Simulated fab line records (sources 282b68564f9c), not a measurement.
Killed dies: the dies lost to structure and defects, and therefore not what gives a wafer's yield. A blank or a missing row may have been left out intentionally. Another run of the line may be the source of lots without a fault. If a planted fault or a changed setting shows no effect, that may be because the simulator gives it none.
Split-lot experiment :: flow rit_cmos :: 23 wafers read across 5 lots, on a route 202 steps long

== ABOUT THE SPLIT ==
At RIT_PLDD_IMPLANT_08, the setting energy_kev was moved away from the recipe's 20 on 10 of the 23 wafers read, by -1.9% to +4.8%. The other wafers ran this setting at the recipe's value.

== FROM THE SPLIT TO THE READING: what the file shows between them, 3 steps ==
- RIT_PSD_COAT_01: resist thk 1000 nm (also split here: spin_rpm)
- RIT_PSD_DEVELOP_05: develop time 50 s (also split here: dev_temp_c)
- RIT_PSD_HARDBAKE_07: time 60 s

== THE READING ==
Measured at RIT_SDANNEAL_RS_MEAS_06 by four-point probe: PLDD_RS, in ohm/sq. On this fab line, fault-free wafers typically give 178.6 ohm/sq with a standard deviation of 0.54 ohm/sq.

wafer: L075.1
tool, chamber at the split: implanter-03, 0
energy_kev as run: 20
against the recipe: recipe
PLDD_RS, ohm/sq: 179.4
against lot-mates on the recipe: -

wafer: L075.2
tool, chamber at the split: implanter-03, 0
energy_kev as run: 20.97
against the recipe: +4.8%
PLDD_RS, ohm/sq: 176.6
against lot-mates on the recipe: -2.6

wafer: L075.3
tool, chamber at the split: implanter-03, 0
energy_kev as run: 20
against the recipe: recipe
PLDD_RS, ohm/sq: 179.1
against lot-mates on the recipe: -

wafer: L075.4
tool, chamber at the split: implanter-03, 0
energy_kev as run: 20
against the recipe: recipe
PLDD_RS, ohm/sq: 179.2
against lot-mates on the recipe: -

wafer: L075.6
tool, chamber at the split: implanter-03, 0
energy_kev as run: 20.97
against the recipe: +4.8%
PLDD_RS, ohm/sq: 176.4
against lot-mates on the recipe: -2.8

wafer: L076.2
tool, chamber at the split: implanter-01, 0
energy_kev as run: 20
against the recipe: recipe
PLDD_RS, ohm/sq: 178.3
against lot-mates on the recipe: -

wafer: L076.3
tool, chamber at the split: implanter-01, 0
energy_kev as run: 20.55
against the recipe: +2.8%
PLDD_RS, ohm/sq: 175.9
against lot-mates on the recipe: -2.2

wafer: L076.4
tool, chamber at the split: implanter-01, 0
energy_kev as run: 20.55
against the recipe: +2.8%
PLDD_RS, ohm/sq: 176.8
against lot-mates on the recipe: -1.3

wafer: L076.5
tool, chamber at the split: implanter-01, 0
energy_kev as run: 20.55
against the recipe: +2.8%
PLDD_RS, ohm/sq: 177.0
against lot-mates on the recipe: -1.1

wafer: L076.6
tool, chamber at the split: implanter-01, 0
energy_kev as run: 20
against the recipe: recipe
PLDD_RS, ohm/sq: 177.9
against lot-mates on the recipe: -

wafer: L079.2
tool, chamber at the split: implanter-01, 0
energy_kev as run: 20
against the recipe: recipe
PLDD_RS, ohm/sq: 178.7
against lot-mates on the recipe: -

wafer: L079.3
tool, chamber at the split: implanter-01, 0
energy_kev as run: 19.62
against the recipe: -1.9%
PLDD_RS, ohm/sq: 180.2
against lot-mates on the recipe: +1.5

wafer: L079.4
tool, chamber at the split: implanter-01, 0
energy_kev as run: 20
against the recipe: recipe
PLDD_RS, ohm/sq: 179.0
against lot-mates on the recipe: -

wafer: L079.5
tool, chamber at the split: implanter-01, 0
energy_kev as run: 19.62
against the recipe: -1.9%
PLDD_RS, ohm/sq: 179.6
against lot-mates on the recipe: +0.9

wafer: L079.6
tool, chamber at the split: implanter-01, 0
energy_kev as run: 20
against the recipe: recipe
PLDD_RS, ohm/sq: 178.3
against lot-mates on the recipe: -

wafer: L080.2
tool, chamber at the split: implanter-01, 0
energy_kev as run: 20.41
against the recipe: +2.0%
PLDD_RS, ohm/sq: 178.2
against lot-mates on the recipe: -1.2

wafer: L080.3
tool, chamber at the split: implanter-01, 0
energy_kev as run: 20
against the recipe: recipe
PLDD_RS, ohm/sq: 179.3
against lot-mates on the recipe: -

wafer: L080.4
tool, chamber at the split: implanter-01, 0
energy_kev as run: 20.41
against the recipe: +2.0%
PLDD_RS, ohm/sq: 177.9
against lot-mates on the recipe: -1.5

wafer: L080.5
tool, chamber at the split: implanter-01, 0
energy_kev as run: 20
against the recipe: recipe
PLDD_RS, ohm/sq: 179.6
against lot-mates on the recipe: -

wafer: L080.6
tool, chamber at the split: implanter-01, 0
energy_kev as run: 20.41
against the recipe: +2.0%
PLDD_RS, ohm/sq: 178.0
against lot-mates on the recipe: -1.4

wafer: L085.2
tool, chamber at the split: implanter-02, 0
energy_kev as run: 20
against the recipe: recipe
PLDD_RS, ohm/sq: 177.8
against lot-mates on the recipe: -

wafer: L085.3
tool, chamber at the split: implanter-02, 0
energy_kev as run: 20
against the recipe: recipe
PLDD_RS, ohm/sq: 177.8
against lot-mates on the recipe: -

wafer: L085.4
tool, chamber at the split: implanter-02, 0
energy_kev as run: 20
against the recipe: recipe
PLDD_RS, ohm/sq: 177.6
against lot-mates on the recipe: -

FIT RESULTS
A straight line over all 23 wafers: PLDD_RS changes by -0.523 ohm/sq for each +1% of energy_kev; r = -0.83; the points scatter about the line by 0.66 ohm/sq.
The same after taking each lot's own level away (the mean of its wafers on the recipe; 23 wafers): -0.588 ohm/sq for each +1%; r = -0.97; scatter 0.27 ohm/sq.
The reading moves by 2.9 ohm/sq for the largest change in energy_kev, on that fit.
The span of the lots' own levels, 177.73 to 179.45 ohm/sq, comes to 3.2 times the standard deviation stated above.
In other words, the slope is changed by the lot-to-lot level; the two fits disagree.
Check: -2.92 ohm/sq against its lot-mates is what the line predicts for one of the wafers moved furthest among these (+4.8%) when that wafer is left out of the fit. It came out at -2.63 ohm/sq against them.

== OTHER SPLITS APPLIED TO THESE WAFERS ==
These wafers also went through other splits before the reading. Each is held against what the fit with the lots' levels taken away leaves over:
other split on the same wafers: RIT_GATE_DEVELOP_15 develop_time_s
wafers away from the commonest value: 6
r with PLDD_RS (lot level and that fit taken away): +0.01

other split on the same wafers: RIT_PLDD_COAT_01 resist_thk_nm
wafers away from the commonest value: 5
r with PLDD_RS (lot level and that fit taken away): -0.08

other split on the same wafers: RIT_PSD_COAT_01 spin_rpm
wafers away from the commonest value: 12
r with PLDD_RS (lot level and that fit taken away): -0.14

other split on the same wafers: RIT_PSD_DEVELOP_05 dev_temp_c
wafers away from the commonest value: 9
r with PLDD_RS (lot level and that fit taken away): +0.38

== THE WHOLE CHAIN: every reading that the file lists as answering this split, in the file's order ==
step: RIT_PLDD_IMPLANT_08
what it does: 
reading: implant.drp_nm (the simulator's own value, which no gauge read)
change (the file's fit): +0.0681 nm for each +1% of the setting
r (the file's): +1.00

step: RIT_SDANNEAL_RS_MEAS_06
what it does: measures by four-point-probe
reading: PLDD_RS
change (the file's fit): -0.586 for each +1% of the setting
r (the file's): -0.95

== FILE'S OWN FIT ==
PLDD_RS changes by -0.586 ohm/sq for each +1% of energy_kev, r = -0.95.
